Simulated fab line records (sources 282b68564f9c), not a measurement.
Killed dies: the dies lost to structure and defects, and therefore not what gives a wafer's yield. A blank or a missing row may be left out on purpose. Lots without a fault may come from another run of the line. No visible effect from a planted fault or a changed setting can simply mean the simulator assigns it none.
fab line records + flow rit-cmos
[record]
- lots = 15
- wafers = 45
- last-day = 7
route steps=202 shown REOX@101 M1@202
lots that met no fault: taken from a fault-free run of the same line
start-h: hours from the record's first day to the start of the lot's first wafer shown + wait-h: time in hours since the lot's previous step + " the same as in the row above + L1.1+2: one row covering several wafers at once + - no value, or no start given + * or withheld: withheld + < > ~ a bound
route shown NAME@n: a module of which the file shows steps, and the number in the route of the first + usual: mean/standard deviation taken from wafers without a fault + same: alike in all rows + chamber/n: place in a boat + sites: each site's reading + _std_site: their standard deviation + _edge_site: inner sites' mean taken away from outer sites' mean + radius-mm: for every site, how far away it sits from the centre of the wafer + mask NAME#n: copy n + behind: the most recent tool/chamber to have shaped the wafer + hold: cause of the lot's hold/its duration in hours/its outcome + device: names the non-switching transistor (n, p or np) + end of line: the same wafers' tests at the end of the route + a step without rows: its recipe alone + killed: the dies lost at the first sort to structure and to defects; this is not the yield of the wafer + map: per-die view of a wafer (x killed, . not killed, _ where there is no die)
set.NAME: the setting as run; set.NAME@STEP: as run at that earlier step + model.NAME: the simulator's own value behind a step, which no gauge read
the route's steps for a sample of lots (tables are steps, rows are wafers)
services: the hour from which a tool's chamber was out of use, counted from the record's first day as start-h (under 0 if before that day), plus the number of hours and why
[[steps]]
[step RIT_REOX_OXIDATION_03]
[recipe]
- temp-c = 900
- ambient = O2
- target-thk-a = 252
- ox-time-s = 5580
[usual]
- spike-tc-centre-C = 902.0/1.5
- zone-power-centre-pct = 45.0/2.5
| lot.wafer | tool       | chamber | start-h | wait-h | spike-tc-centre-C | zone-power-centre-pct |
|-----------|------------|---------|---------|--------|-------------------|-----------------------|
| L217.2    | furnace-01 | 0       | 48.27   | 0.6    | 901.4             | 47.4                  |
| L217.5    | "          | 0       | "       | "      | 901.9             | 47.3                  |
| L217.6    | "          | 0       | "       | "      | 901.3             | 46.1                  |
| L218.1    | furnace-01 | 0       | 52.75   | 0.4    | 900.7             | 47.6                  |
| L218.2    | "          | 0       | "       | "      | 900.5             | 46.7                  |
| L218.4    | "          | 0       | "       | "      | 901.0             | 46.9                  |
| L220.2    | furnace-01 | 0       | 61.31   | 0.0    | 914.7             | 53.4                  |
| L220.3    | "          | 0       | "       | "      | 912.9             | 53.4                  |
| L220.5    | "          | 0       | "       | "      | 913.6             | 53.4                  |
| L221.1    | furnace-03 | 0       | 64.73   | 0.0    | 903.6             | 42.7                  |
| L221.2    | "          | 0       | "       | "      | 902.7             | 42.1                  |
| L221.5    | "          | 0       | "       | "      | 904.5             | 42.4                  |
| L222.2    | furnace-01 | 0       | 68.72   | 0.5    | 912.7             | 52.4                  |
| L222.4    | "          | 0       | "       | "      | 910.5             | 52.3                  |
| L222.6    | "          | 0       | "       | "      | 913.0             | 52.8                  |
| L223.3    | furnace-01 | 0       | 71.48   | 0.0    | 913.8             | 52.9                  |
| L223.4    | "          | 0       | "       | "      | 914.7             | 53.1                  |
| L223.5    | "          | 0       | "       | "      | 912.1             | 52.6                  |
| L232.1    | furnace-04 | 0       | 124.27  | 0.2    | 905.1             | 42.3                  |
| L232.3    | "          | 0       | "       | "      | 902.3             | 42.0                  |
| L232.4    | "          | 0       | "       | "      | 903.7             | 42.4                  |
| L233.2    | furnace-01 | 0       | 131.25  | 2.7    | 901.2             | 47.1                  |
| L233.4    | "          | 0       | "       | "      | 901.7             | 47.6                  |
| L233.6    | "          | 0       | "       | "      | 900.1             | 47.9                  |
| L234.3    | furnace-01 | 0       | 138.92  | 0.0    | 901.0             | 47.5                  |
| L234.4    | "          | 0       | "       | "      | 900.2             | 47.1                  |
| L234.6    | "          | 0       | "       | "      | 900.1             | 47.1                  |
| L235.3    | furnace-03 | 0       | 138.98  | 0.0    | 903.8             | 42.5                  |
| L235.4    | "          | 0       | "       | "      | 903.1             | 42.2                  |
| L235.5    | "          | 0       | "       | "      | 902.0             | 41.6                  |
| L236.1    | furnace-01 | 0       | 143.40  | 1.0    | 899.3             | 47.2                  |
| L236.3    | "          | 0       | "       | "      | 902.5             | 46.6                  |
| L236.5    | "          | 0       | "       | "      | 900.3             | 46.6                  |
| L237.2    | furnace-01 | 0       | 143.40  | 1.1    | 902.2             | 46.8                  |
| L237.3    | "          | 0       | "       | "      | 900.4             | 47.0                  |
| L237.5    | "          | 0       | "       | "      | 900.0             | 48.1                  |
| L238.3    | furnace-04 | 0       | 151.16  | 0.4    | 903.5             | 42.4                  |
| L238.4    | "          | 0       | "       | "      | 902.6             | 41.7                  |
| L238.6    | "          | 0       | "       | "      | 902.7             | 42.1                  |
| L239.1    | furnace-01 | 0       | 156.62  | 1.2    | 901.5             | 47.5                  |
| L239.3    | "          | 0       | "       | "      | 901.3             | 46.9                  |
| L239.4    | "          | 0       | "       | "      | 900.0             | 47.0                  |
| L240.1    | furnace-01 | 0       | 159.25  | 0.0    | 901.8             | 46.7                  |
| L240.2    | "          | 0       | "       | "      | 899.5             | 47.2                  |
| L240.5    | "          | 0       | "       | "      | 901.5             | 47.4                  |
[step RIT_M1_PROBE_99]
[usual]
- killed-at-contacts = 0.1/0.25
- killed-at-front-end = 7/3.2
- killed-dies = 7/3.2
- killed-open = 3.5/2.2
- killed-short = 3.6/2.1
[same]
- gross-dies = 264
- killed_at_M0_to_M3 = 0
- killed_at_M4_up = 0
- killed-at-back-side = 0
- killed-at-other = 0
| lot.wafer | tool      | chamber | start-h | wait-h | killed-at-contacts | killed-at-front-end | killed-dies | killed-open | killed-short |
|-----------|-----------|---------|---------|--------|--------------------|---------------------|-------------|-------------|--------------|
| L233.2    | prober-02 | -       | 151.27  | 0.1    | 0                  | 8                   | 8           | 6           | 2            |
| L233.4    | prober-02 | -       | 151.37  | 0.2    | 0                  | 16                  | 16          | 8           | 8            |
| L233.6    | prober-02 | -       | 151.47  | 0.2    | 0                  | 11                  | 11          | 4           | 7            |
// killed by level:class
L233.2 GATE:geometric-particle:open=4 FOX2:geometric-particle:open=2 SPACER:geometric-particle:short=1 GATE:geometric-particle:short=1
L233.4 GATE:geometric-particle:short=5 SPACER:geometric-particle:short=3 FOX1:geometric-particle:open=2 GATE:geometric-particle:open=2 SPACER:geometric-particle:open=2 REOX:geometric-particle:open=1 SILICIDE:geometric-particle:open=1
L233.6 GATE:geometric-particle:short=3 GATE:geometric-particle:open=3 REOX:geometric-particle:short=3 FOX1:geometric-particle:open=1 SILICIDE:geometric-particle:short=1
[[services]]
| tool       | chamber | start-h | hours | kind |
|------------|---------|---------|-------|------|
| furnace-04 | -       | 126.82  | 4.3   | pm   |
[[key]]
[first-sign]
- step = RIT_REOX_OXIDATION_03
- reading = spike-tc-centre-C
- direction = up
- sigmas = 7.2
- usual = 902.0
- struck = 913.1
[effect]
- step = RIT_REOX_OXIDATION_03
- reading = zone-power-centre-pct
- direction = up
- sigmas = 3.1
- usual = 45.0
- struck = 52.9
met-at RIT_REOX_OXIDATION_03
struck-lots L220,L222,L223
tester-left-out L220,L222,L223
onset-between 52.75 61.31
[fault]
- kind = process-parameter-drift
- tool = furnace-01
- chamber = -
- onset-h = 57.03
- steps = RIT_REOX_OXIDATION_03
- channel = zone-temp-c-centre
- offset = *
- shape = step
- end-h = 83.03
// tester-left-out: of these lots the tester's yield and bins aren't shown, on N5 and GAA mostly nor the transistor test; their killed dies are dies lost to structure and defects alone, not to doping, threshold or leakage, so they don't give the yield
